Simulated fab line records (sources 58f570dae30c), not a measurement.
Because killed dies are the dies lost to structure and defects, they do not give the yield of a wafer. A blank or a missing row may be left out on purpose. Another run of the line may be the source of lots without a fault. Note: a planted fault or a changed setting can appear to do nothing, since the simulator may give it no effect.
Which tool is to blame?	flow berkeleyCmos170	13 lots, 39 wafers sampled, at 6 steps of a route of 331

WHAT THE GAUGES READ, wafer by wafer
UCB170_PWELL_THK_MEAS_06. Usual: PWELL_NITRIDE_THK gives 220.0 nm (standard deviation 2).
lot	measured	on	PWELL_NITRIDE_THK (nm)	flag
L727	day 3 01:48	filmMetro-01	218.0 218.6 218.5	
L728	day 3 12:28	filmMetro-01	219.5 219.6 217.8	
L729	day 3 12:29	filmMetro-02	220.4 218.9 217.4	
L730	day 3 18:10	filmMetro-02	220.8 221.5 221.4	
L737	day 5 09:08	filmMetro-02	223.0 221.6 220.5	
L739	day 5 14:28	filmMetro-03	221.0 220.0 221.3	
L738	day 5 14:28	filmMetro-01	221.2 223.2 222.1	
L740	day 5 18:23	filmMetro-03	220.6 221.9 221.2	
L741	day 5 18:23	filmMetro-01	218.9 220.4 218.3	
L743	day 6 08:16	filmMetro-01	217.8 216.0 217.3	
L746	day 6 13:46	filmMetro-02	225.2 223.7 222.3	
L744	day 6 13:47	filmMetro-01	217.8 217.3 217.4	
L748	day 7 13:35	filmMetro-01	217.3 218.2 216.8	

UCB170_ACTIVE_CD_MEAS_13: target cd 1200 nm. Usual: cdNm reads 1199.9 nm (standard deviation 1.2).
lot	measured	on	cdNm (nm)	flag
L727	day 4 13:26	cdSem-02	1197.1 1198.0 1197.7	
L728	day 4 21:40	cdSem-01	1199.3 1201.0 1200.2	
L729	day 4 21:36	cdSem-02	1202.2 1201.2 1202.7	
L730	day 4 21:56	cdSem-01	1200.3 1200.6 1198.7	
L737	day 6 16:59	cdSem-01	1199.2 1198.9 1199.2	
L739	day 6 19:15	cdSem-01	1199.0 1199.9 1199.9	
L738	day 6 18:58	cdSem-01	1200.9 1200.2 1200.7	
L740	day 6 23:52	cdSem-01	1199.1 1199.1 1197.3	
L741	day 7 00:09	cdSem-01	1201.8 1199.4 1201.7	
L743	day 7 10:41	cdSem-02	1201.2 1201.7 1202.0	
L746	day 8 00:51	cdSem-01	1200.1 1199.4 1198.5	
L744	day 7 23:52	cdSem-02	1200.4 1199.3 1200.3	
L748	day 8 16:16	cdSem-01	1199.6 1199.6 1201.3	

UCB170_PFIELD_TW_MEAS_09. Usual: PFIELD_TW gives 604 (standard deviation 6.6).
lot	measured	on	PFIELD_TW	flag
L727	day 4 15:46	filmMetro-01	609 608 610	
L728	day 5 00:25	filmMetro-04	604 602 605	
L729	day 5 00:05	filmMetro-03	599 594 595	
L730	day 5 00:42	filmMetro-04	605 604 603	
L737	day 6 21:10	filmMetro-04	606 604 604	
L739	day 6 21:57	filmMetro-04	601 599 594	
L738	day 6 21:25	filmMetro-03	589 591 593	
L740	day 7 01:49	filmMetro-01	608 609 613	
L741	day 7 02:06	filmMetro-04	609 609 609	
L743	day 7 13:05	filmMetro-04	607 604 608	
L746	day 8 03:13	filmMetro-03	591 587 592	
L744	day 8 02:22	filmMetro-04	604 611 606	
L748	day 8 18:59	filmMetro-01	610 609 608	

UCB170_PLDD_TW_MEAS_11. Usual: PLDD_TW gives 1005 (standard deviation 9.9).
lot	measured	on	PLDD_TW	flag
L727	day 6 15:35	filmMetro-02	1003 999 999	
L728	day 6 15:53	filmMetro-03	988 986 992	
L729	day 6 15:53	filmMetro-02	998 998 997	
L730	day 6 15:20	filmMetro-03	992 985 993	
L737	day 9 05:05	filmMetro-03	1083 1085 1084 1082 1078 1081	OFF
L739	day 9 05:11	filmMetro-04	1014 1014 1013	
L738	day 9 04:20	filmMetro-02	1088 1092 1087 1088 1087 1092	OFF
L740	day 9 05:32	filmMetro-03	994 1000 993	
L741	day 9 04:52	filmMetro-04	1021 1020 1016	
L743	day 9 07:39	filmMetro-03	998 998 996	
L746	day 9 17:04	filmMetro-02	1011 1008 1009	
L744	day 9 17:59	filmMetro-03	996 993 995	
L748	day 10 21:49	filmMetro-04	1018 1018 1017	

UCB170_SDANNEAL_RS_MEAS_04: uses a four-point probe to measure. Usual: PLDD_RS gives 1031.8 ohm/sq (standard deviation 2.7).
lot	measured	on	PLDD_RS (ohm/sq)	flag
L727	day 7 03:35	filmMetro-04	1034.2 1032.7 1033.5	
L728	day 7 03:49	filmMetro-03	1031.0 1033.7 1035.9	
L729	day 7 03:40	filmMetro-02	1036.9 1035.1 1037.4	
L730	day 7 03:10	filmMetro-03	1033.4 1034.3 1037.5	
L737	day 9 19:52	filmMetro-02	841.4 842.3 839.4 840.4 841.4 840.8	OFF
L739	day 9 20:29	filmMetro-04	1032.5 1032.1 1030.7	
L738	day 9 21:38	filmMetro-02	841.8 840.5 839.8 839.5 839.8 839.0	OFF
L740	day 9 20:01	filmMetro-04	1030.7 1031.0 1030.0	
L741	day 9 20:02	filmMetro-03	1028.2 1029.4 1033.8	
L743	day 9 20:51	filmMetro-02	1030.5 1029.6 1033.1	
L746	day 10 08:34	filmMetro-03	1029.8 1032.0 1032.6	
L744	day 10 08:42	filmMetro-02	1032.0 1034.4 1034.2	
L748	day 11 10:56	filmMetro-02	1031.3 1030.5 1032.1	

TOOL THAT RAN EACH LOT (tool first, then ch and the chambers of the sampled wafers, then the start)
lot	UCB170_PLDD_IMPLANT_08
L727	implanter-04 ch 0, day 6 15:11
L728	implanter-03 ch 0, day 6 15:29
L729	implanter-01 ch 0, day 6 15:31
L730	implanter-01 ch 0, day 6 14:58
L737	implanter-03 ch 0, day 9 04:43
L739	implanter-04 ch 0, day 9 04:47
L738	implanter-03 ch 0, day 9 03:56
L740	implanter-01 ch 0, day 9 05:08
L741	implanter-01 ch 0, day 9 04:28
L743	implanter-04 ch 0, day 9 07:15
L746	implanter-01 ch 0, day 9 16:22
L744	implanter-04 ch 0, day 9 17:35
L748	implanter-01 ch 0, day 10 21:25
- UCB170_PLDD_IMPLANT_08

AS READ BY THE TOOLS THEMSELVES (means over the sampled wafers that have a number; for cases with no such wafer, the mark the record gives instead)
UCB170_PLDD_IMPLANT_08. Usual: beamOnS 10.00 s, standard deviation 0.19; doseIonsCm2 5e+13, standard deviation 5.8e+10; faradayCurrentUA 159, standard deviation 3.1.
lot	tool	beamOnS (s)	doseIonsCm2	faradayCurrentUA	flag
L727	implanter-04	10.21	5e+13	155	
L728	implanter-03	9.80	5e+13	162	
L729	implanter-01	9.87	5e+13	161	
L730	implanter-01	10.02	5e+13	158	
L737	implanter-03	13.34	8e+13	190	OFF
L739	implanter-04	9.96	5e+13	159	
L738	implanter-03	14.04	8e+13	181	OFF
L740	implanter-01	9.97	5e+13	159	
L741	implanter-01	10.12	5e+13	157	
L743	implanter-04	10.05	5e+13	158	
L746	implanter-01	9.94	5e+13	160	
L744	implanter-04	9.91	5e+13	160	
L748	implanter-01	10.05	5e+13	158	

THE ANSWER, worked out from the rows above alone
Rule: lot off if the mean of its wafers having a number is beyond 3 standard deviations from the usual mean. Also off: a lot with no number at a reading for which 4 or more lots have one. All remaining lots with rows at the step are treated as sound. The gauges are gone through in route order, then the tools' own readings, and for those a lot's mean is taken as printed above. At the first step where some lot is off, the reading lying furthest off is the one used; lots without a number count as furthest.
Off: L737, L738, at UCB170_PLDD_TW_MEAS_11 (PLDD_TW).
If a tool, at a process step before that reading, ran all the lots that are off and no sound lot after the first of them, it fits. Not tried: the gauges at UCB170_PLDD_TW_MEAS_11; whatever is off there is also off at UCB170_PLDD_IMPLANT_08, on other tools, and gauge error can't account for it. One fits: implanter-03 at UCB170_PLDD_IMPLANT_08. Its last sound lot is L728 (day 6 15:29), its first lot that is off L738 (day 9 03:56): a fault that began between those two fits.
The tool's own readings at UCB170_PLDD_IMPLANT_08 bear it out: on the lots that are off they differ by more than 5 times the standard deviation of the sound lots' means. beamOnS reads 13.69 s there against 9.99 s on the sound lots; doseIonsCm2 reads 8e+13 there against 5e+13 on the sound lots; faradayCurrentUA reads 186 there against 159 on the sound lots.

WHAT WAS PUT IN BY THE SIMULATOR
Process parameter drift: implanter-03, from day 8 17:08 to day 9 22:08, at UCB170_PLDD_IMPLANT_08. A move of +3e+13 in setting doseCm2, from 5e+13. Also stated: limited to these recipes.
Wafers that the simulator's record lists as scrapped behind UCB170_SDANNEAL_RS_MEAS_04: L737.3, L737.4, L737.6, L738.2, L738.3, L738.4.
Struck lots among those shown: L737, L738. The same result came from the rule above.
